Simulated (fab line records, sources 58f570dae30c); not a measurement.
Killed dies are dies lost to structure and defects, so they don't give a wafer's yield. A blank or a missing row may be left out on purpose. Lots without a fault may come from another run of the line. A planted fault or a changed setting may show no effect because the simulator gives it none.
Problem report in the 8D (eight disciplines) form, filled by code | flow berkeley_cmos170 | the parts of the form that need people (team, actions taken, sign-off) are left out

1. THE PROBLEM
M1_AL_RS at UCB170_M1_RS_MEAS_01 reads a mean of 0.0396 ohm/sq on 6 wafers of 2 lots; wafers without a fault read 0.0485 ohm/sq with a standard deviation of 0.0004. That is -22 standard deviations from the usual mean.
The step: measures by four-point-probe.
First seen on wafer L899.2, day 8 23:13, on film_metro-01. The record holds 42 wafers of 14 lots with a number at this step. Rule for "out", or "out of limits": more than 4 standard deviations from the usual mean. The other wafers with a number count as sound.

2. WHAT IT IS AND WHAT IT IS NOT
question                    | is                           | is not
which readings at this step | M1_AL_RS                     | -
which lots                  | L899, L901                   | L888, L889, L890, L891, L892, L898, L900, L902, L903, L906, L910, L911
which wafers of those lots  | all that have a number       | -
read on which gauges        | film_metro-01, film_metro-02 | film_metro-03
when                        | from day 8 23:13             | up to then (21 sound wafers); but 15 sound wafers of L902, L903, L906, L910, L911 came after

3. SUSPECTS, AND WHAT RULES EACH OUT
Counting: a tool at a process step up to the reading stays a suspect if it ran every lot that is out and no sound lot after the first of them.
- the gauge at UCB170_M1_RS_MEAS_01: ruled out. The wafers that are out were read on 2 gauges (film_metro-01, film_metro-02).
- pvd_sputter-01 at UCB170_M1_SPUTTER_00 (material Al, target thk 600 nm, time 80 s): kept. It ran every lot that is out, first L899 (day 8 23:08), and no sound lot after that; its last sound lot up to then is L892 (day 7 14:21). Its own readings are out on those wafers: cathode_dc_power_W.
Left after counting: pvd_sputter-01 at UCB170_M1_SPUTTER_00.

4. THE CAUSE (what the simulator had put in)
Process parameter drift: pvd_sputter-01, from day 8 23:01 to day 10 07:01, at UCB170_M1_SPUTTER_00. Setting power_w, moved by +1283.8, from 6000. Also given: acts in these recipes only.
Counting left only this tool.

5. THE CHAIN OF EFFECTS, in route order
Each row: a reading whose mean over the struck wafers that have a number lies more than 3 standard deviations from the usual. Only readings for which the record gives a usual standard deviation are gone through. hours: the time from each lot's start at the first step in this table that gives one to its start at this step, as a median over the lots. sigmas: the change in usual standard deviations.
hours | step                    | reading            | usual         | on struck wafers | change  | sigmas
0     | UCB170_M1_SPUTTER_00    | cathode_dc_power_W | 5999.9 W      | 7283.2           | +1283.3 | +99 or more
0     | UCB170_M1_RS_MEAS_01    | M1_AL_RS           | 0.0485 ohm/sq | 0.0396           | -0.0089 | -22
0     | UCB170_M1_THK_MEAS_02   | M1_AL_THK          | 599 nm        | 730              | +132    | +18
2     | UCB170_M1_METAL_ETCH_12 | oes_product_au     | 0.860 a.u.    | 0.963            | +0.103  | +8.6
The process steps in it:
- UCB170_M1_SPUTTER_00: material Al, target thk 600 nm, time 80 s.
- UCB170_M1_METAL_ETCH_12: etches Al in Cl2/BCl3, stops on PSG, target depth 780 nm, time 130 s.

6. WHAT WOULD HAVE CAUGHT IT SOONER
In this record the first reading out of limits at a measuring or inspecting step was taken at day 8 23:13, 0 hours after the fault began at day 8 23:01.
The tool's own readings at UCB170_M1_SPUTTER_00 were out on every struck wafer that the step has a row for (cathode_dc_power_W): an alarm limit on them would have fired on the first of those.
Of the lots that are out (2), L901 began UCB170_M1_SPUTTER_00 on pvd_sputter-01 after day 8 23:13. A hold on the tool at that time would have spared it.
